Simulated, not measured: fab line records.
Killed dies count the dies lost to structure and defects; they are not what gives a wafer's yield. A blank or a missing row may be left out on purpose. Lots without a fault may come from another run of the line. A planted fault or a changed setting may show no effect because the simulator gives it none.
fab line records ; flow ritCmos
record lots=13; wafers=39; lastDay=7
route steps=202 shown NRETRO@62 GATE@85 NLDD@112 CONTACT@168 M1@202
lots with no fault: from the same line, run without faults
startH: hours from the record's first day to the start of the lot's first wafer shown ; waitH: hours since the lot's step before ; " same as the row above ; L1.1+2: a single row standing in for several wafers ; - no value, or no start was given ; * or withheld: withheld ; < > ~ a bound
route shown NAME@n: NAME is a module with steps in the file, n the number in the route of the first one ; usual: mean/standard deviation taken from wafers without a fault ; same: alike in all rows ; chamber/n: place in a boat ; sites: each site's reading ; _std_site: their standard deviation ; _edge_site: inner sites' mean taken away from outer sites' mean ; radiusMm: how far each site lies from the wafer's centre ; mask NAME#n: copy n ; behind: the most recent tool/chamber to have shaped the wafer ; hold: what put the lot on hold/how long, in hours/how the hold closed ; device: which transistor (n, p or np) failed to switch ; end of line: at the end of the route, the tests of the same wafers ; a step without rows: its recipe alone ; killed: at the first sort, the dies lost to defects and structure; wafer yield is something else ; map: a wafer's dies, x killed, . not, _ none there
set.NAME: setting as actually run; set.NAME@STEP: the setting as run at that earlier step ; model.NAME: the simulator's own value behind a step, which no gauge read
route steps across a sampled set of lots; one table per step, one row per wafer
services: from which hour (startH, from the record's first day; less than 0 if before it) a tool's chamber was out of use, for how many hours, and why
## steps
# step RIT_NRETRO_STRIP_09
# recipe chemistry=O2; timeS=180; resist=NOVOLAK; platenTempC=withheld; powerW=500; pressureMtorr=4000; o2FlowSccm=4000
# usual drypumpMotorCurrentA=6.3/0.31
lot.wafer;tool;chamber;startH;waitH;drypumpMotorCurrentA;rfHoursCounterH
L680.2;plasmaAsher-03;1;31.99;0.1;6.2;39
L680.3;plasmaAsher-03;1;31.99;0.1;6.2;-
L680.6;plasmaAsher-03;1;31.99;0.1;6.2;-
L681.3;plasmaAsher-04;1;37.99;0.1;5.7;-
L681.4;plasmaAsher-04;0;37.99;0.1;6.6;-
L681.5;plasmaAsher-04;0;37.99;0.1;6.6;-
L683.2;plasmaAsher-04;0;53.12;0.1;6.6;26
L683.3;plasmaAsher-04;0;53.12;0.1;6.6;-
L683.4;plasmaAsher-04;1;53.12;0.1;5.7;-
L684.1;plasmaAsher-01;1;58.20;0.1;6.4;40
L684.3;plasmaAsher-01;1;58.20;0.1;6.4;-
L684.5;plasmaAsher-01;1;58.20;0.1;6.4;-
L690.3;plasmaAsher-03;1;80.57;0.1;6.2;-
L690.5;plasmaAsher-03;1;80.57;0.1;6.2;-
L690.6;plasmaAsher-03;0;80.57;0.1;6.6;-
L693.1;plasmaAsher-03;1;95.72;0.1;6.2;45
L693.2;plasmaAsher-03;0;95.72;0.1;6.6;45
L693.6;plasmaAsher-03;0;95.72;0.1;6.6;-
L694.1;plasmaAsher-04;1;99.75;0.1;5.7;32
L694.2;plasmaAsher-04;0;99.75;0.1;6.6;32
L694.3;plasmaAsher-04;1;99.75;0.1;5.7;-
L695.1;plasmaAsher-04;0;105.69;0.1;6.6;32
L695.3;plasmaAsher-04;1;105.69;0.1;5.7;-
L695.5;plasmaAsher-04;1;105.69;0.1;5.7;-
L697.4;plasmaAsher-03;1;115.25;0.1;6.2;-
L697.5;plasmaAsher-03;0;115.25;0.1;6.6;-
L697.6;plasmaAsher-03;1;115.25;0.1;6.2;-
L698.1;plasmaAsher-03;0;121.03;0.1;6.6;47
L698.3;plasmaAsher-03;1;121.03;0.1;6.2;-
L698.6;plasmaAsher-03;0;121.03;0.1;6.6;-
L700.1;plasmaAsher-04;0;130.12;0.1;6.6;35
L700.3;plasmaAsher-04;0;130.12;0.1;6.6;-
L700.6;plasmaAsher-04;1;130.12;0.1;5.7;-
L701.1;plasmaAsher-04;1;134.24;0.1;5.7;36
L701.3;plasmaAsher-04;0;134.24;0.1;6.6;-
L701.6;plasmaAsher-04;1;134.24;0.1;5.7;-
L703.1;plasmaAsher-04;1;144.42;0.1;5.8;37
L703.5;plasmaAsher-04;0;144.42;0.1;6.6;-
L703.6;plasmaAsher-04;1;144.42;0.1;5.7;-
# step RIT_GATE_THK_MEAS_09
# recipe reads=poly-Si_of_GATE_CVD_08
# usual GATE_POLY_THK=250.4/2.5
lot.wafer;tool;chamber;startH;waitH;GATE_POLY_THK[nm]
L680.2;filmMetro-04;-;41.44;0.0;247.1
L680.3;filmMetro-04;-;41.44;0.0;248.3
L680.6;filmMetro-04;-;41.44;0.0;248.8
L681.3;filmMetro-04;-;46.58;0.0;249.8
L681.4;filmMetro-04;-;46.58;0.0;250.9
L681.5;filmMetro-04;-;46.58;0.0;249.6
L683.2;filmMetro-04;-;58.39;0.0;247.4
L683.3;filmMetro-04;-;58.39;0.0;249.1
L683.4;filmMetro-04;-;58.39;0.0;248.4
L684.1;filmMetro-01;-;64.50;0.0;250.5
L684.3;filmMetro-01;-;64.50;0.0;252.0
L684.5;filmMetro-01;-;64.50;0.0;251.4
L690.3;filmMetro-02;-;85.94;0.0;250.6
L690.5;filmMetro-02;-;85.94;0.0;254.3
L690.6;filmMetro-02;-;85.94;0.0;249.9
L693.1;filmMetro-01;-;102.47;0.0;251.5
L693.2;filmMetro-01;-;102.47;0.0;250.6
L693.6;filmMetro-01;-;102.47;0.0;251.5
L694.1;filmMetro-04;-;105.05;0.0;254.5
L694.2;filmMetro-04;-;105.05;0.0;258.0
L694.3;filmMetro-04;-;105.05;0.0;254.6
L695.1;filmMetro-04;-;111.90;0.0;254.7
L695.3;filmMetro-04;-;111.90;0.0;252.7
L695.5;filmMetro-04;-;111.90;0.0;253.6
L697.4;filmMetro-01;-;122.12;0.0;250.8
L697.5;filmMetro-01;-;122.12;0.0;251.6
L697.6;filmMetro-01;-;122.12;0.0;249.3
L698.1;filmMetro-04;-;126.42;0.0;248.7
L698.3;filmMetro-04;-;126.42;0.0;247.2
L698.6;filmMetro-04;-;126.42;0.0;249.7
L700.1;filmMetro-02;-;135.63;0.0;251.8
L700.3;filmMetro-02;-;135.63;0.0;255.5
L700.6;filmMetro-02;-;135.63;0.0;252.6
L701.1;filmMetro-04;-;139.58;0.0;245.9
L701.3;filmMetro-04;-;139.58;0.0;247.2
L701.6;filmMetro-04;-;139.58;0.0;244.3
L703.1;filmMetro-04;-;150.15;0.0;252.2
L703.5;filmMetro-04;-;150.15;0.0;251.1
L703.6;filmMetro-04;-;150.15;0.0;253.6
# step RIT_NLDD_STRIP_09
# recipe chemistry=O2; timeS=180; resist=NOVOLAK; platenTempC=withheld; powerW=500; pressureMtorr=4000; o2FlowSccm=4000
# usual drypumpMotorCurrentA=5.8/0.65
lot.wafer;tool;chamber;startH;waitH;drypumpMotorCurrentA;rfHoursCounterH
L680.2;plasmaAsher-04;1;48.04;0.1;5.7;26
L680.3;plasmaAsher-04;0;48.04;0.1;6.6;-
L680.6;plasmaAsher-04;0;48.04;0.1;6.6;-
L681.3;plasmaAsher-04;0;53.56;0.1;6.6;-
L681.4;plasmaAsher-04;1;53.56;0.1;5.7;-
L681.5;plasmaAsher-04;0;53.56;0.1;6.6;-
L683.2;plasmaAsher-02;1;65.46;0.1;5.0;41
L683.3;plasmaAsher-02;1;65.46;0.1;5.0;-
L683.4;plasmaAsher-02;0;65.46;0.1;5.3;-
L684.1;plasmaAsher-03;0;70.30;0.1;6.6;42
L684.3;plasmaAsher-03;0;70.30;0.1;6.6;-
L684.5;plasmaAsher-03;1;70.30;0.1;6.2;-
L690.3;plasmaAsher-02;0;92.89;0.1;5.3;-
L690.5;plasmaAsher-02;1;92.89;0.1;5.0;-
L690.6;plasmaAsher-02;0;92.89;0.1;5.3;-
L693.1;plasmaAsher-02;1;108.41;0.1;5.0;46
L693.2;plasmaAsher-02;0;108.41;0.1;5.3;46
L693.6;plasmaAsher-02;1;108.41;0.1;5.0;-
L694.1;plasmaAsher-02;0;111.19;0.1;5.3;46
L694.2;plasmaAsher-02;1;111.19;0.1;5.0;46
L694.3;plasmaAsher-02;1;111.19;0.1;5.0;-
L695.1;plasmaAsher-02;1;117.71;0.1;5.0;48
L695.3;plasmaAsher-02;1;117.71;0.1;5.0;-
L695.5;plasmaAsher-02;0;117.71;0.1;5.3;-
L697.4;plasmaAsher-02;0;127.93;0.1;5.3;-
L697.5;plasmaAsher-02;0;127.93;0.1;5.3;-
L697.6;plasmaAsher-02;1;127.93;0.1;5.0;-
L698.1;plasmaAsher-03;0;132.22;0.1;6.6;49
L698.3;plasmaAsher-03;1;132.22;0.1;6.2;-
L698.6;plasmaAsher-03;0;132.22;0.1;6.6;-
L700.1;plasmaAsher-02;0;142.59;0.1;5.3;50
L700.3;plasmaAsher-02;0;142.59;0.1;5.3;-
L700.6;plasmaAsher-02;0;142.59;0.1;5.3;-
L701.1;plasmaAsher-03;0;145.80;0.1;6.6;50
L701.3;plasmaAsher-03;1;145.80;0.1;6.2;-
L701.6;plasmaAsher-03;1;145.80;0.1;6.2;-
L703.1;plasmaAsher-03;0;156.31;0.1;6.6;51
L703.5;plasmaAsher-03;1;156.31;0.1;6.2;-
L703.6;plasmaAsher-03;0;156.31;0.1;6.6;-
# step RIT_CONTACT_CVD_00
# recipe material=SiO2; targetThkNm=400; precursor=TEOS; tempC=390; timeS=61; rfW=400
# usual heaterPowerW=330/54
lot.wafer;tool;chamber;startH;waitH;heaterPowerW;sinceWetCleanH
L680.2;pecvd-02;0;56.71;0.0;375;1002
L680.3;pecvd-02;1;56.71;0.0;387;1002
L680.6;pecvd-02;2;56.71;0.0;265;-
L681.3;pecvd-04;2;62.55;0.0;359;213
L681.4;pecvd-04;0;62.55;0.0;276;-
L681.5;pecvd-04;1;62.55;0.0;336;-
L683.2;pecvd-01;0;74.86;0.0;301;630
L683.3;pecvd-01;1;74.86;0.0;395;630
L683.4;pecvd-01;0;74.86;0.0;306;-
L684.1;pecvd-04;0;79.64;0.1;284;230
L684.3;pecvd-04;1;79.64;0.1;379;230
L684.5;pecvd-04;1;79.64;0.1;392;-
L690.3;pecvd-04;0;101.44;0.0;252;252
L690.5;pecvd-04;1;101.44;0.0;292;-
L690.6;pecvd-04;2;101.44;0.0;270;-
L693.1;pecvd-04;0;117.20;0.1;256;268
L693.2;pecvd-04;2;117.20;0.1;275;268
L693.6;pecvd-04;1;117.20;0.1;331;-
L694.1;pecvd-02;2;119.62;0.1;276;1065
L694.2;pecvd-02;1;119.62;0.1;406;1065
L694.3;pecvd-02;0;119.62;0.1;334;1065
L695.1;pecvd-01;2;127.42;0.1;408;683
L695.3;pecvd-01;0;127.42;0.1;290;683
L695.5;pecvd-01;0;127.42;0.1;300;-
L697.4;pecvd-02;0;136.45;0.0;349;-
L697.5;pecvd-02;2;136.45;0.0;303;-
L697.6;pecvd-02;1;136.45;0.0;418;-
L698.1;pecvd-01;2;141.75;0.1;384;697
L698.3;pecvd-01;2;141.75;0.1;409;-
L698.6;pecvd-01;2;141.75;0.1;304;-
L700.1;pecvd-02;1;151.02;0.1;371;1097
L700.3;pecvd-02;2;151.02;0.1;272;1097
L700.6;pecvd-02;1;151.02;0.1;395;-
L701.1;pecvd-01;2;154.62;0.1;399;710
L701.3;pecvd-01;0;154.62;0.1;295;710
L701.6;pecvd-01;2;154.62;0.1;412;-
L703.1;pecvd-02;1;165.33;0.1;401;1111
L703.5;pecvd-02;1;165.33;0.1;424;-
L703.6;pecvd-02;0;165.33;0.1;355;-
# step RIT_CONTACT_THK_MEAS_01
# recipe reads=SiO2_of_CONTACT_CVD_00
# usual CONTACT_TEOS_THK=402/6.6
lot.wafer;tool;chamber;startH;waitH;CONTACT_TEOS_THK[nm]
L680.2;filmMetro-02;-;56.78;0.0;398
L680.3;filmMetro-02;-;56.78;0.0;403
L680.6;filmMetro-02;-;56.78;0.0;405
L681.3;filmMetro-04;-;62.62;0.0;388
L681.4;filmMetro-04;-;62.62;0.0;400
L681.5;filmMetro-04;-;62.62;0.0;393
L683.2;filmMetro-03;-;74.92;0.0;399
L683.3;filmMetro-03;-;74.92;0.0;400
L683.4;filmMetro-03;-;74.92;0.0;402
L684.1;filmMetro-03;-;79.69;0.0;396
L684.3;filmMetro-03;-;79.69;0.0;396
L684.5;filmMetro-03;-;79.69;0.0;396
L690.3;filmMetro-02;-;101.52;0.0;350
L690.5;filmMetro-02;-;101.52;0.0;390
L690.6;filmMetro-02;-;101.52;0.0;398
L693.1;filmMetro-03;-;117.25;0.0;351
L693.2;filmMetro-03;-;117.25;0.0;396
L693.6;filmMetro-03;-;117.25;0.0;398
L694.1;filmMetro-03;-;119.67;0.0;405
L694.2;filmMetro-03;-;119.67;0.0;398
L694.3;filmMetro-03;-;119.67;0.0;397
L695.1;filmMetro-03;-;127.47;0.0;409
L695.3;filmMetro-03;-;127.47;0.0;403
L695.5;filmMetro-03;-;127.47;0.0;408
L697.4;filmMetro-03;-;136.51;0.0;411
L697.5;filmMetro-03;-;136.51;0.0;416
L697.6;filmMetro-03;-;136.51;0.0;410
L698.1;filmMetro-02;-;141.83;0.1;393
L698.3;filmMetro-02;-;141.83;0.1;408
L698.6;filmMetro-02;-;141.83;0.1;405
L700.1;filmMetro-03;-;151.07;0.0;408
L700.3;filmMetro-03;-;151.07;0.0;416
L700.6;filmMetro-03;-;151.07;0.0;412
L701.1;filmMetro-03;-;154.67;0.0;393
L701.3;filmMetro-03;-;154.67;0.0;392
L701.6;filmMetro-03;-;154.67;0.0;399
L703.1;filmMetro-04;-;165.41;0.1;403
L703.5;filmMetro-04;-;165.41;0.1;409
L703.6;filmMetro-04;-;165.41;0.1;401
# step RIT_M1_PROBE_99
# usual killed_at_M0_to_M3=0.0/0.14; killedAtContacts=0.1/0.29; killedAtFrontEnd=7/3; killedDies=8/3; killedOpen=3.7/2; killedShort=3.8/2.1
# same grossDies=264; killed_at_M4_up=0; killedAtBackSide=0; killedAtOther=0
lot.wafer;tool;chamber;startH;waitH;killed_at_M0_to_M3;killedAtContacts;killedAtFrontEnd;killedDies;killedOpen;killedShort
L680.2;prober-01;-;64.50;0.1;0;0;8;8;3;5
L680.3;prober-01;-;64.55;0.2;0;0;9;9;4;5
L680.6;prober-01;-;64.70;0.2;0;0;7;7;4;3
L681.3;prober-02;-;70.32;0.2;0;1;3;4;2;2
L681.4;prober-02;-;70.37;0.2;0;1;8;9;6;3
L681.5;prober-02;-;70.42;0.2;0;0;6;6;5;1
L683.2;prober-02;-;81.50;0.1;0;0;4;4;2;2
L683.3;prober-02;-;81.55;0.2;0;0;4;4;1;3
L683.4;prober-02;-;81.60;0.2;0;0;10;10;5;5
L684.1;prober-01;-;86.13;0.1;0;0;6;6;2;4
L684.3;prober-01;-;86.23;0.2;1;0;2;3;1;2
L684.5;prober-01;-;86.33;0.2;0;0;8;8;6;2
L690.3;prober-01;-;108.77;0.2;0;0;10;10;4;6
L690.5;prober-01;-;108.87;0.2;0;0;10;10;5;5
L690.6;prober-01;-;108.92;0.2;0;0;8;8;4;4
L693.1;prober-02;-;123.43;0.1;0;0;5;5;1;4
L693.2;prober-02;-;123.48;0.1;0;0;9;9;6;3
L693.6;prober-02;-;123.68;0.2;0;2;8;10;5;5
L694.1;prober-01;-;125.97;0.1;0;0;4;4;3;1
L694.2;prober-01;-;126.02;0.1;0;0;7;7;1;6
L694.3;prober-01;-;126.07;0.2;0;0;4;4;3;1
L695.1;prober-02;-;133.82;0.1;0;0;11;11;7;3
L695.3;prober-02;-;133.92;0.2;0;0;8;8;4;3
L695.5;prober-02;-;134.02;0.2;0;0;7;7;3;4
L697.4;prober-02;-;143.11;0.2;0;1;10;11;4;7
L697.5;prober-02;-;143.16;0.2;0;0;12;12;4;8
L697.6;prober-02;-;143.21;0.2;0;0;14;14;6;8
L698.1;prober-01;-;148.17;0.1;0;0;14;14;8;6
L698.3;prober-01;-;148.27;0.2;0;0;8;8;5;3
L698.6;prober-01;-;148.42;0.2;0;1;4;5;3;2
L700.1;prober-01;-;157.50;0.1;0;0;8;8;7;1
L700.3;prober-01;-;157.60;0.2;0;0;6;6;2;4
L700.6;prober-01;-;157.75;0.2;0;0;11;11;3;8
L701.1;prober-02;-;160.98;0.1;0;0;5;5;3;1
L701.3;prober-02;-;161.08;0.2;0;0;3;3;2;1
L701.6;prober-02;-;161.23;0.2;0;0;5;5;1;3
L703.1;prober-02;-;171.72;0.1;0;0;6;6;4;2
L703.5;prober-02;-;171.92;0.2;0;0;10;10;4;6
L703.6;prober-02;-;171.97;0.2;0;1;6;7;2;5
# killed by level:class
L680.2 REOX:geometricParticle:short=3 REOX:geometricParticle:open=2 FOX1:geometricParticle:short=1 GATE:geometricParticle:open=1 GATE:geometricParticle:short=1
L680.3 FOX1:geometricParticle:short=2 FOX1:geometricParticle:open=1 GATE:geometricParticle:open=1 GATE:geometricParticle:short=1 REOX:geometricParticle:open=1 SPACER:geometricParticle:short=1 SILICIDE:geometricParticle:open=1 SILICIDE:geometricParticle:short=1
L680.6 GATE:geometricParticle:open=3 FOX1:geometricParticle:short=2 FOX1:geometricParticle:open=1 GATE:geometricParticle:short=1
L681.3 FOX1:geometricParticle:open=1 SPACER:geometricParticle:short=1 SILICIDE:geometricParticle:open=1 CONTACT:geometricParticle:short=1
L681.4 SPACER:geometricParticle:open=3 GATE:geometricParticle:short=2 FOX1:geometricParticle:open=1 FOX2:geometricParticle:open=1 SPACER:geometricParticle:short=1 CONTACT:geometricParticle:open=1
L681.5 FOX1:geometricParticle:open=2 SPACER:geometricParticle:open=2 FOX2:geometricParticle:open=1 SILICIDE:geometricParticle:short=1
L683.2 SILICIDE:geometricParticle:open=2 SILICIDE:geometricParticle:short=2
L683.3 GATE:geometricParticle:short=2 GATE:geometricParticle:open=1 SILICIDE:geometricParticle:short=1
L683.4 FOX1:geometricParticle:open=4 REOX:geometricParticle:short=3 FOX1:geometricParticle:short=2 GATE:geometricParticle:open=1
L684.1 SILICIDE:geometricParticle:short=2 FOX1:geometricParticle:short=1 GATE:geometricParticle:open=1 REOX:geometricParticle:open=1 SPACER:geometricParticle:short=1
L684.3 FOX1:geometricParticle:open=1 SPACER:geometricParticle:short=1 M1:geometricParticle:short=1
L684.5 FOX2:geometricParticle:open=2 GATE:geometricParticle:open=2 SPACER:geometricParticle:open=2 FOX1:geometricParticle:short=1 SPACER:geometricParticle:short=1
L690.3 FOX1:geometricParticle:short=3 GATE:geometricParticle:short=3 GATE:geometricParticle:open=2 FOX1:geometricParticle:open=1 REOX:geometricParticle:open=1
L690.5 SILICIDE:geometricParticle:short=3 GATE:geometricParticle:open=2 SILICIDE:geometricParticle:open=2 FOX1:geometricParticle:short=1 FOX1:geometricParticle:open=1 REOX:geometricParticle:short=1
L690.6 GATE:geometricParticle:open=3 SILICIDE:geometricParticle:short=2 FOX1:geometricParticle:short=1 FOX1:geometricParticle:open=1 REOX:geometricParticle:short=1
L693.1 FOX2:geometricParticle:short=2 FOX1:geometricParticle:short=1 GATE:geometricParticle:open=1 SPACER:geometricParticle:short=1
L693.2 REOX:geometricParticle:open=3 SILICIDE:geometricParticle:open=2 GATE:geometricParticle:open=1 GATE:geometricParticle:short=1 REOX:geometricParticle:short=1 SILICIDE:geometricParticle:short=1
L693.6 REOX:geometricParticle:short=3 CONTACT:geometricParticle:open=2 GATE:geometricParticle:open=1 GATE:geometricParticle:short=1 REOX:geometricParticle:open=1 SILICIDE:geometricParticle:short=1 SILICIDE:geometricParticle:open=1
L694.1 FOX1:geometricParticle:open=1 GATE:geometricParticle:open=1 REOX:geometricParticle:short=1 SILICIDE:geometricParticle:open=1
L694.2 FOX1:geometricParticle:short=2 SPACER:geometricParticle:short=2 FOX2:geometricParticle:short=1 GATE:geometricParticle:open=1 SILICIDE:geometricParticle:short=1
L694.3 GATE:geometricParticle:open=2 REOX:geometricParticle:short=1 REOX:geometricParticle:open=1
L695.1 GATE:geometricParticle:open=3 REOX:geometricParticle:open=3 FOX1:geometricParticle:short=1 REOX:geometricParticle:short=1 SPACER:geometricParticle:open=1 SILICIDE:geometricParticle:short=1 NLDD:coatMicrobubblePrinted=1
L695.3 GATE:geometricParticle:short=3 GATE:geometricParticle:open=2 REOX:geometricParticle:open=2 NLDD:coatMicrobubblePrinted=1
L695.5 GATE:geometricParticle:short=4 GATE:geometricParticle:open=2 REOX:geometricParticle:open=1
L697.4 GATE:geometricParticle:short=6 GATE:geometricParticle:open=1 REOX:geometricParticle:open=1 REOX:geometricParticle:short=1 SPACER:geometricParticle:open=1 CONTACT:geometricParticle:open=1
L697.5 GATE:geometricParticle:short=4 FOX2:geometricParticle:open=2 FOX2:geometricParticle:short=2 FOX1:geometricParticle:open=1 FOX1:geometricParticle:short=1 GATE:geometricParticle:open=1 SPACER:geometricParticle:short=1
L697.6 GATE:geometricParticle:short=4 GATE:geometricParticle:open=3 REOX:geometricParticle:short=2 SPACER:geometricParticle:short=2 FOX2:geometricParticle:open=1 REOX:geometricParticle:open=1 SPACER:geometricParticle:open=1
L698.1 GATE:geometricParticle:short=3 SPACER:geometricParticle:open=3 SILICIDE:geometricParticle:open=3 REOX:geometricParticle:short=2 FOX1:geometricParticle:open=1 REOX:geometricParticle:open=1 SPACER:geometricParticle:short=1
L698.3 GATE:geometricParticle:short=2 SPACER:geometricParticle:open=2 FOX2:geometricParticle:open=1 GATE:geometricParticle:open=1 REOX:geometricParticle:short=1 SILICIDE:geometricParticle:open=1
L698.6 CONTACT:geometricParticle:open=1 GATE:geometricParticle:open=1 GATE:geometricParticle:short=1 REOX:geometricParticle:short=1 SPACER:geometricParticle:open=1
L700.1 SPACER:geometricParticle:open=3 GATE:geometricParticle:open=2 ACTIVE:geometricParticle:open=1 GATE:geometricParticle:short=1 REOX:geometricParticle:open=1
L700.3 REOX:geometricParticle:short=2 GATE:geometricParticle:short=1 GATE:geometricParticle:open=1 SPACER:geometricParticle:open=1 SILICIDE:geometricParticle:short=1
L700.6 GATE:geometricParticle:short=3 REOX:geometricParticle:short=2 SPACER:geometricParticle:short=2 FOX1:geometricParticle:short=1 GATE:geometricParticle:open=1 REOX:geometricParticle:open=1 SILICIDE:geometricParticle:open=1
L701.1 GATE:geometricParticle:open=2 GATE:geometricParticle:short=1 REOX:geometricParticle:open=1 NWELL:coatMicrobubblePrinted=1
L701.3 FOX1:geometricParticle:open=2 GATE:geometricParticle:short=1
L701.6 FOX2:geometricParticle:short=2 GATE:geometricParticle:open=1 SILICIDE:geometricParticle:short=1 NWELL:coatMicrobubblePrinted=1
L703.1 SILICIDE:geometricParticle:open=2 FOX1:geometricParticle:open=1 FOX2:geometricParticle:short=1 REOX:geometricParticle:short=1 SPACER:geometricParticle:open=1
L703.5 REOX:geometricParticle:short=3 GATE:geometricParticle:open=2 FOX1:geometricParticle:short=1 FOX2:geometricParticle:short=1 REOX:geometricParticle:open=1 SILICIDE:geometricParticle:open=1 SILICIDE:geometricParticle:short=1
L703.6 GATE:geometricParticle:short=2 FOX1:geometricParticle:short=1 GATE:geometricParticle:open=1 REOX:geometricParticle:short=1 SILICIDE:geometricParticle:open=1 CONTACT:geometricParticle:short=1
## services
tool;chamber;startH;hours;kind
pecvd-02;0;14.66;15.3;repair
pecvd-01;-;14.89;0.5;repair
pecvd-02;-;42.49;1.6;repair
plasmaAsher-03;-;53.22;1.4;repair
pecvd-04;-;66.59;2.4;repair
pecvd-04;-;98.63;2.8;pm
plasmaAsher-01;-;108.75;9.0;pm
plasmaAsher-01;0;108.75;9.0;ventCycle
plasmaAsher-01;1;108.75;9.0;ventCycle
plasmaAsher-03;-;116.76;2.8;pm
plasmaAsher-01;0;117.75;-;clean
plasmaAsher-01;1;117.75;-;clean
pecvd-01;1;137.14;10.7;repair
pecvd-02;0;139.51;4.0;repair
plasmaAsher-02;-;147.75;0.7;repair
pecvd-02;2;155.84;14.3;repair
## key
firstSign step=RIT_CONTACT_THK_MEAS_01; reading=CONTACT_TEOS_THK; direction=down; sigmas=7.8; usual=402; struck=350
effect none on later readings
metAt RIT_CONTACT_CVD_00
struckLots L690,L693
struckWafers L690.3,L693.1
testerLeftOut L690,L693
notActingAt RIT_NRETRO_STRIP_09,RIT_GATE_THK_MEAS_09,RIT_NLDD_STRIP_09
onsetBetween 79.64 101.44
fault kind=siteProfileDrift; tool=pecvd-04; chamber=0; onsetH=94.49; steps=RIT_CONTACT_CVD_00; basis=fraction; maxAbsDrift=0.25534; slopeSharePerHr=127.67; sitePattern=0,0,0,0,0,-1,-1,-1,-1
# testerLeftOut: of these lots the tester's yield and bins aren't shown, on N5 and GAA mostly nor the transistor test; their killed dies are dies lost to structure and defects alone, not to doping, threshold or leakage, so they don't give the yield
